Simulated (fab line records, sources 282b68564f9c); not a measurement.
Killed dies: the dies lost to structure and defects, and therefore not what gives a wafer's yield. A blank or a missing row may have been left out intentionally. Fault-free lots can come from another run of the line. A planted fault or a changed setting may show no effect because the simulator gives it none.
2 desks, one fault | flow rit_cmos | each desk holds nothing but its own numbers, with what lay behind them at the end

== TOOL OWNER'S DESK, furnace-01 ==
At RIT_WELLDRIVE_ANNEAL_00 (time 14700 s), the tool's own readings, given per lot that ran on this tool as the mean of the sampled wafers with a number. The brackets show how far a lot's mean lies from the usual mean; more than 4 standard deviations puts the lot out of limits, marked OUT.
Columns: A = spike_tc_centre_C at RIT_WELLDRIVE_ANNEAL_00, usual 1102.6 C; B = spike_tc_load_C at RIT_WELLDRIVE_ANNEAL_00, usual 1129.1 C; C = spike_tc_source_C at RIT_WELLDRIVE_ANNEAL_00, usual 1128.3 C; D = tube_center_temp_C at RIT_WELLDRIVE_ANNEAL_00, usual 1100 C; E = tube_center_temp_C_max at RIT_WELLDRIVE_ANNEAL_00, usual 1102.8; F = zone_power_load_pct at RIT_WELLDRIVE_ANNEAL_00, usual 45.2 %
lot  | first seen here | A                | B                | C                | D                      | E                | F
L642 | day 3 10:43     | 1124.3 (+20) OUT | 1153.7 (+14) OUT | 1150.5 (+11) OUT | 1122 (+99 or more) OUT | 1124.9 (+46) OUT | 49.5
L643 | day 3 17:47     | 1124.7 (+20) OUT | 1154.4 (+14) OUT | 1149.6 (+11) OUT | 1122 (+99 or more) OUT | 1124.7 (+46) OUT | 49.6
L657 | day 6 13:04     | 1103.2           | 1130.3           | 1127.8           | 1100                   | 1103.2           | 47.5
L658 | day 6 19:50     | 1101.8           | 1130.5           | 1128.1           | 1100                   | 1102.6           | 47.9
Finding of this desk: L642, L643 out of limits; the first was L642 at day 3 10:43, on spike_tc_centre_C at RIT_WELLDRIVE_ANNEAL_00. L657, L658: within limits.

== THE METROLOGY DESK ==
Means of the sampled wafers that have a number, per lot and without regard to the tool the lot ran on: this is what the gauges read. The brackets show how far a lot's mean lies from the usual mean; more than 4 standard deviations puts the lot out of limits, marked OUT.
Columns: A = NWELL_RS at RIT_WELLDRIVE_RS_MEAS_01, usual 275.5 ohm/sq; B = PWELL_RS at RIT_WELLDRIVE_RS_MEAS_02, usual 429.1 ohm/sq
lot  | first seen here | A               | B
L635 | day 2 06:34     | 276.1           | 429.6
L636 | day 2 11:40     | 275.6           | 429.2
L640 | day 3 08:03     | 274.8           | 430.5
L641 | day 3 12:10     | 275.5           | 429.5
L642 | day 3 15:50     | 251.5 (-34) OUT | 403.5 (-23) OUT
L643 | day 3 22:53     | 253.7 (-31) OUT | 404.2 (-23) OUT
L644 | day 4 05:06     | 274.8           | 429.2
L649 | day 5 06:26     | 275.2           | 428.9
L650 | day 5 08:20     | 275.6           | 430.4
L651 | day 5 15:25     | 275.0           | 429.7
L654 | day 6 04:29     | 275.9           | 429.7
L655 | day 6 10:02     | 275.9           | 429.4
L657 | day 6 18:10     | 275.3           | 428.7
L658 | day 7 00:55     | 275.4           | 430.2
This desk reports L642, L643 out of limits; the earliest was L642 at day 3 15:50 (NWELL_RS at RIT_WELLDRIVE_RS_MEAS_01). L635, L636, L640, L641, L644, L649, L650, L651, L654, L655, L657, L658: within limits.

== TAKEN TOGETHER ==
An alarm could have come from the tool owner's desk at day 3 10:43, on L642, L643.
An alarm was possible from the metrology desk at day 3 15:50, on L642, L643.
RIT_WELLDRIVE_ANNEAL_00 was run on furnace-01 by each of the lots named.

== WHAT THE SIMULATOR HAD PUT IN ==
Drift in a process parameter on furnace-01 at RIT_WELLDRIVE_ANNEAL_00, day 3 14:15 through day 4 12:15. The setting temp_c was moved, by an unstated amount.
Struck lots among those shown: L642, L643.
